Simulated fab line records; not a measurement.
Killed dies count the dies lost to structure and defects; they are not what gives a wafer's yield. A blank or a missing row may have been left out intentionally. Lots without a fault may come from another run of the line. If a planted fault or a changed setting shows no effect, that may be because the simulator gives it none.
Lot-split experiment    flow berkeley_cmos170    route with 331 steps; 5 lots, 23 wafers read

== ON THE SPLIT ==
At UCB170_PWELL_COAT_08 (resist thk 900 nm), the setting spin_rpm was moved away from the recipe's 1500 rpm on 11 of the 23 wafers read, by -3.9% to +2.0%. The other wafers ran this setting at the recipe's value.

The split's own step is where the reading is taken.

== THE READING ==
KrF_of_PWELL_COAT_08.thk_nm (the simulator's own value, which no gauge read), in nm, at UCB170_PWELL_COAT_08 (resist thk 900 nm). There is no usual value for it anywhere in the file. Across the 12 wafers here that went through the recipe, the average is 901.3 nm and the standard deviation 2.4 nm.

wafer   tool, chamber at the split  spin_rpm as run, rpm  against the recipe  KrF_of_PWELL_COAT_08.thk_nm, nm  against lot-mates on the recipe
L074.1  litho_track-01, 0           1459                  -2.7%               910.5                            +13.0
L074.2  litho_track-01, 0           1500                  recipe              898.7                            -
L074.4  litho_track-01, 0           1500                  recipe              896.2                            -
L074.5  litho_track-01, 0           1459                  -2.7%               910.3                            +12.8
L074.6  litho_track-01, 0           1459                  -2.7%               911                              +13.5
L076.1  litho_track-04, 0           1530                  +2.0%               897.3                            -7.1
L076.2  litho_track-04, 0           1530                  +2.0%               896.4                            -8.0
L076.3  litho_track-04, 0           1500                  recipe              904.5                            -
L076.4  litho_track-04, 0           1530                  +2.0%               896                              -8.4
L076.5  litho_track-04, 0           1500                  recipe              904.2                            -
L079.1  litho_track-01, 0           1500                  recipe              901.6                            -
L079.3  litho_track-01, 0           1500                  recipe              901.3                            -
L079.4  litho_track-01, 0           1500                  recipe              904.5                            -
L079.5  litho_track-01, 0           1446                  -3.6%               915.3                            +12.8
L079.6  litho_track-01, 0           1446                  -3.6%               917                              +14.5
L081.1  litho_track-04, 0           1500                  recipe              900.1                            -
L081.4  litho_track-04, 0           1500                  recipe              900                              -
L081.6  litho_track-04, 0           1500                  recipe              902.1                            -
L083.1  litho_track-01, 0           1500                  recipe              902.1                            -
L083.3  litho_track-01, 0           1441                  -3.9%               919.3                            +17.9
L083.4  litho_track-01, 0           1441                  -3.9%               917.3                            +15.9
L083.5  litho_track-01, 0           1441                  -3.9%               916.5                            +15.1
L083.6  litho_track-01, 0           1500                  recipe              900.6                            -

FIT RESULTS
A straight line over all 23 wafers: KrF_of_PWELL_COAT_08.thk_nm changes by -3.66 nm for each +1% of spin_rpm; r = -0.96; the points scatter about the line by 2.2 nm.
The same after taking each lot's own level away (the mean of its wafers on the recipe; 23 wafers): -4.14 nm for each +1%; r = -0.99; scatter 1.3 nm.
Per that fit: largest spin_rpm move, reading shift of 16 nm.
The lots' own levels span 897.45 to 904.35 nm, that is 2.9 times the standard deviation above.
So the lot-to-lot level changes the slope: the two fits differ.
Check: with one of the wafers moved furthest among these (-3.9%) left out of the fit, the line predicts +16.2 nm for it against its lot-mates. Against them it came out at +17.9 nm.

== THE OTHER SPLITS THESE WAFERS WENT THROUGH ==
Before the reading, these wafers also passed through other splits. Each is held against what the fit with the lots' levels taken away leaves over:
other split on the same wafers       wafers away from the commonest value  r with KrF_of_PWELL_COAT_08.thk_nm (lot level and that fit taken away)
UCB170_START_OXIDATION_02 ox_time_s  10                                    -0.07
UCB170_ZERO_ETCH_06 over_etch_frac   8                                     -0.22
UCB170_NWELL_CVD_04 temp_c           10                                    -0.44
UCB170_NWELL_IMPLANT_14 energy_kev   11                                    +0.02

== FILE'S OWN FIT ==
KrF_of_PWELL_COAT_08.thk_nm changes by -4.14 nm for each +1% of spin_rpm, r = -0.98.
